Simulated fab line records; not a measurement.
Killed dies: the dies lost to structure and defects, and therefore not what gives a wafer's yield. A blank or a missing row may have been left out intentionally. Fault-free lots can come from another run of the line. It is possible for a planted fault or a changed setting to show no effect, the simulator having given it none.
Which tool is to blame? | flow berkeley_cmos170 | 15 lots, 45 wafers sampled, at 6 steps of a route of 331

## WHAT THE GAUGES SHOWED, per wafer
UCB170_WELLDRIVE_THK_MEAS_02. Usual: WELLDRIVE_OXIDE_THK 200 nm, standard deviation 3.5.
lot  | measured    | on            | WELLDRIVE_OXIDE_THK (nm) | flag
L698 | day 4 17:14 | film_metro-04 | 209 204 205              |
L697 | day 4 17:15 | film_metro-02 | 198 199 199              |
L700 | day 5 01:07 | film_metro-02 | 202 205 203              |
L701 | day 5 08:42 | film_metro-04 | 208 203 206              |
L703 | day 5 17:07 | film_metro-02 | 199 199 197              |
L704 | day 5 17:07 | film_metro-03 | 198 200 198              |
L702 | day 5 17:08 | film_metro-04 | 197 197 202              |
L706 | day 6 01:49 | film_metro-03 | 196 195 199              |
L711 | day 7 07:33 | film_metro-04 | 195 195 196              |
L712 | day 7 13:11 | film_metro-04 | 198 199 201              |
L714 | day 8 01:11 | film_metro-02 | 194 198 199              |
L715 | day 8 12:52 | film_metro-03 | 195 199 200              |
L716 | day 8 12:52 | film_metro-02 | 202 201 203              |
L717 | day 8 12:52 | film_metro-04 | 203 204 199              |
L718 | day 8 12:56 | film_metro-03 | 200 205 206              |

UCB170_PLDD_OVL_MEAS_07. Usual: PLDD_OVL 2 nm, standard deviation 5.6.
lot  | measured     | on         | PLDD_OVL (nm) | flag
L698 | day 8 04:03  | overlay-01 | 11 6 11       |
L697 | day 8 03:57  | overlay-02 | 11 -1 5       |
L700 | day 8 12:59  | overlay-01 | 6 7 4         |
L701 | day 9 00:18  | overlay-01 | 6 2 6         |
L703 | day 9 05:43  | overlay-02 | 11 5 9        |
L704 | day 9 05:48  | overlay-01 | -2 -10 -6     |
L702 | day 9 05:53  | overlay-02 | 13 10 6       |
L706 | day 9 17:13  | overlay-02 | 9 -4 5        |
L711 | day 10 11:19 | overlay-01 | -7 -1 -11     |
L712 | day 10 10:28 | overlay-02 | 10 12 4       |
L714 | day 10 22:33 | overlay-02 | 2 2 5         |
L715 | day 11 17:06 | overlay-02 | 5 1 5         |
L716 | day 11 18:22 | overlay-01 | -4 -1 1       |
L717 | day 11 17:53 | overlay-01 | 3 5 2         |
L718 | day 11 19:23 | overlay-01 | -3 2 -4       |

UCB170_PSD_OVL_MEAS_07. Usual: PSD_OVL -1 nm, standard deviation 5.9.
lot  | measured     | on         | PSD_OVL (nm) | flag
L698 | day 8 16:10  | overlay-01 | 6 -1 4       |
L697 | day 8 15:53  | overlay-02 | 0 0 2        |
L700 | day 8 23:26  | overlay-01 | 7 4 5        |
L701 | day 9 10:16  | overlay-02 | 2 8 7        |
L703 | day 9 14:41  | overlay-02 | 0 -8 -3      |
L704 | day 9 15:36  | overlay-01 | 0 1 -5       |
L702 | day 9 16:15  | overlay-01 | -4 -12 -2    |
L706 | day 10 03:37 | overlay-01 | -3 -7 -2     |
L711 | day 11 01:01 | overlay-01 | -5 2 -4      |
L712 | day 10 18:52 | overlay-02 | 2 4 -2       |
L714 | day 11 10:13 | overlay-01 | -9 6 0       |
L715 | day 12 09:11 | overlay-02 | -2 1 -2      |
L716 | day 12 09:18 | overlay-01 | 0 0 -2       |
L717 | day 12 09:02 | overlay-01 | 0 3 0        |
L718 | day 12 09:26 | overlay-02 | 3 1 -3       |

UCB170_PSD_TW_MEAS_10. Usual: PSD_TW 2323, standard deviation 26.
lot  | measured     | on            | PSD_TW         | flag
L698 | day 8 16:27  | film_metro-01 | 2323 2323 2327 |
L697 | day 8 16:11  | film_metro-01 | 2308 2310 2327 |
L700 | day 8 23:44  | film_metro-03 | 2290 2287 2289 |
L701 | day 9 10:34  | film_metro-01 | 2306 2304 2313 |
L703 | day 9 14:58  | film_metro-03 | 2290 2306 2309 |
L704 | day 9 15:53  | film_metro-02 | 30 30 30       | OFF
L702 | day 9 16:33  | film_metro-01 | 30 30 29       | OFF
L706 | day 10 03:54 | film_metro-02 | 30 30 30       | OFF
L711 | day 11 01:21 | film_metro-03 | 2292 2289 2290 |
L712 | day 10 19:10 | film_metro-02 | 2350 2340 2358 |
L714 | day 11 10:30 | film_metro-02 | 2343 2350 2354 |
L715 | day 12 09:28 | film_metro-01 | 2292 2308 2314 |
L716 | day 12 09:35 | film_metro-02 | 2331 2352 2347 |
L717 | day 12 09:20 | film_metro-03 | 2289 2278 2274 |
L718 | day 12 09:44 | film_metro-03 | 2276 2275 2272 |

## TOOL THAT RAN EACH LOT (tool first, then ch and the chambers of the sampled wafers, then the start)
lot  | UCB170_NLDD_STRIP_10                 | UCB170_PSD_STRIP_09
L698 | plasma_asher-01 ch 0,1, day 8 08:00  | plasma_asher-04 ch 0,1, day 8 16:21
L697 | plasma_asher-03 ch 0,1, day 8 07:44  | plasma_asher-02 ch 0, day 8 16:04
L700 | plasma_asher-02 ch 0,1, day 8 15:07  | plasma_asher-04 ch 0,1, day 8 23:38
L701 | plasma_asher-02 ch 0,1, day 9 02:56  | plasma_asher-04 ch 1, day 9 10:27
L703 | plasma_asher-03 ch 0,1, day 9 08:10  | plasma_asher-02 ch 0,1, day 9 14:52
L704 | plasma_asher-01 ch 0,1, day 9 08:44  | plasma_asher-02 ch 0,1, day 9 15:47
L702 | plasma_asher-01 ch 0,1, day 9 09:20  | plasma_asher-04 ch 0,1, day 9 16:27
L706 | plasma_asher-03 ch 0,1, day 9 21:01  | plasma_asher-03 ch 0, day 10 03:47
L711 | plasma_asher-01 ch 0,1, day 10 17:12 | plasma_asher-02 ch 0,1, day 11 01:12
L712 | plasma_asher-01 ch 0,1, day 10 12:26 | plasma_asher-04 ch 0,1, day 10 19:03
L714 | plasma_asher-03 ch 0,1, day 11 02:04 | plasma_asher-03 ch 0,1, day 11 10:25
L715 | plasma_asher-02 ch 0,1, day 11 20:53 | plasma_asher-03 ch 0,1, day 12 09:22
L716 | plasma_asher-03 ch 0,1, day 11 21:43 | plasma_asher-02 ch 0,1, day 12 09:29
L717 | plasma_asher-03 ch 0,1, day 11 21:26 | plasma_asher-04 ch 0,1, day 12 09:14
L718 | plasma_asher-02 ch 0,1, day 11 22:15 | plasma_asher-04 ch 0,1, day 12 09:37
- UCB170_NLDD_STRIP_10: strips in O2.
- UCB170_PSD_STRIP_09: strips in O2.

## WHAT THE TOOLS THEMSELVES READ (means of the sampled wafers that have a number; where no wafer has one, the mark that the record gives instead)
UCB170_NLDD_STRIP_10. Usual: chamber_pressure_mTorr 3500 mTorr, standard deviation 3.2; drypump_motor_current_A 6.0 A, standard deviation 0.53; oes_product_au 0.734 a.u., standard deviation 0.0044; strip_time_to_endpoint_s 21.62 s, standard deviation 0.066.
lot  | tool            | chamber_pressure_mTorr (mTorr) | drypump_motor_current_A (A) | oes_product_au (a.u.) | strip_time_to_endpoint_s (s) | flag
L698 | plasma_asher-01 | 3499                           | 6.2                         | 0.733                 | 21.61                        |
L697 | plasma_asher-03 | 3500                           | 6.3                         | 0.731                 | 21.65                        |
L700 | plasma_asher-02 | 3500                           | 5.2                         | 0.733                 | 21.73                        |
L701 | plasma_asher-02 | 3499                           | 5.2                         | 0.734                 | 21.68                        |
L703 | plasma_asher-03 | 3500                           | 5.9                         | 0.740                 | 21.52                        |
L704 | plasma_asher-01 | -                              | -                           | -                     | -                            | OFF
L702 | plasma_asher-01 | -                              | -                           | -                     | -                            | OFF
L706 | plasma_asher-03 | -                              | -                           | -                     | -                            | OFF
L711 | plasma_asher-01 | 3499                           | 6.2                         | 0.737                 | 21.53                        |
L712 | plasma_asher-01 | 3500                           | 6.2                         | 0.735                 | 21.67                        |
L714 | plasma_asher-03 | 3501                           | 6.3                         | 0.733                 | 21.51                        |
L715 | plasma_asher-02 | 3496                           | 5.2                         | 0.731                 | 21.63                        |
L716 | plasma_asher-03 | 3499                           | 6.3                         | 0.734                 | 21.66                        |
L717 | plasma_asher-03 | 3499                           | 5.8                         | 0.735                 | 21.54                        |
L718 | plasma_asher-02 | 3500                           | 5.4                         | 0.730                 | 21.62                        |

UCB170_PSD_STRIP_09. Usual: chamber_pressure_mTorr 3500 mTorr, standard deviation 3; drypump_motor_current_A 5.5 A, standard deviation 0.49; oes_product_au 0.600 a.u., standard deviation 0.0046; strip_time_to_endpoint_s 29.38 s, standard deviation 0.089.
lot  | tool            | chamber_pressure_mTorr (mTorr) | drypump_motor_current_A (A) | oes_product_au (a.u.) | strip_time_to_endpoint_s (s) | flag
L698 | plasma_asher-04 | 3498                           | 5.4                         | 0.605                 | 29.46                        |
L697 | plasma_asher-02 | 3501                           | 4.9                         | 0.602                 | 29.25                        |
L700 | plasma_asher-04 | 3500                           | 5.4                         | 0.594                 | 29.46                        |
L701 | plasma_asher-04 | 3500                           | 5.8                         | 0.601                 | 29.39                        |
L703 | plasma_asher-02 | 3502                           | 5.4                         | 0.603                 | 29.49                        |
L704 | plasma_asher-02 | 3502                           | 5.4                         | 0.668                 | 55.72                        | OFF
L702 | plasma_asher-04 | 3500                           | 5.6                         | 0.672                 | 55.66                        | OFF
L706 | plasma_asher-03 | 3498                           | 6.7                         | 0.666                 | 55.78                        | OFF
L711 | plasma_asher-02 | 3499                           | 5.4                         | 0.604                 | 29.32                        |
L712 | plasma_asher-04 | 3504                           | 5.6                         | 0.603                 | 29.29                        |
L714 | plasma_asher-03 | 3502                           | 6.3                         | 0.604                 | 29.38                        |
L715 | plasma_asher-03 | 3501                           | 6.3                         | 0.601                 | 29.35                        |
L716 | plasma_asher-02 | 3501                           | 5.4                         | 0.603                 | 29.34                        |
L717 | plasma_asher-04 | 3501                           | 5.4                         | 0.599                 | 29.37                        |
L718 | plasma_asher-04 | 3495                           | 5.3                         | 0.594                 | 29.31                        |

## THE ANSWER, worked out from the rows above alone
Rule: a lot is off if the mean of its wafers that have a number lies more than 3 standard deviations from the usual mean. Also off: a lot with no number at a reading for which 4 or more lots have one. Where the step has rows for the other lots, those lots are counted as sound. After the gauges, taken in route order, come the tools' own readings; for these a lot's mean is taken, as printed above. The first step at which some lot is off is used, and at that step the reading that is off furthest; a lot without a number counts as furthest.
Off: L704, L702, L706, at UCB170_PSD_TW_MEAS_10 (PSD_TW).
If a tool, at a process step before that reading, ran all the lots that are off and no sound lot after the first of them, it fits. The gauges at UCB170_PSD_TW_MEAS_10 aren't tried: what is off there is off at UCB170_NLDD_STRIP_10 too, on other tools, and a gauge's error can't cause that. No candidate that was tried fits.

## WHAT WAS PUT IN BY THE SIMULATOR
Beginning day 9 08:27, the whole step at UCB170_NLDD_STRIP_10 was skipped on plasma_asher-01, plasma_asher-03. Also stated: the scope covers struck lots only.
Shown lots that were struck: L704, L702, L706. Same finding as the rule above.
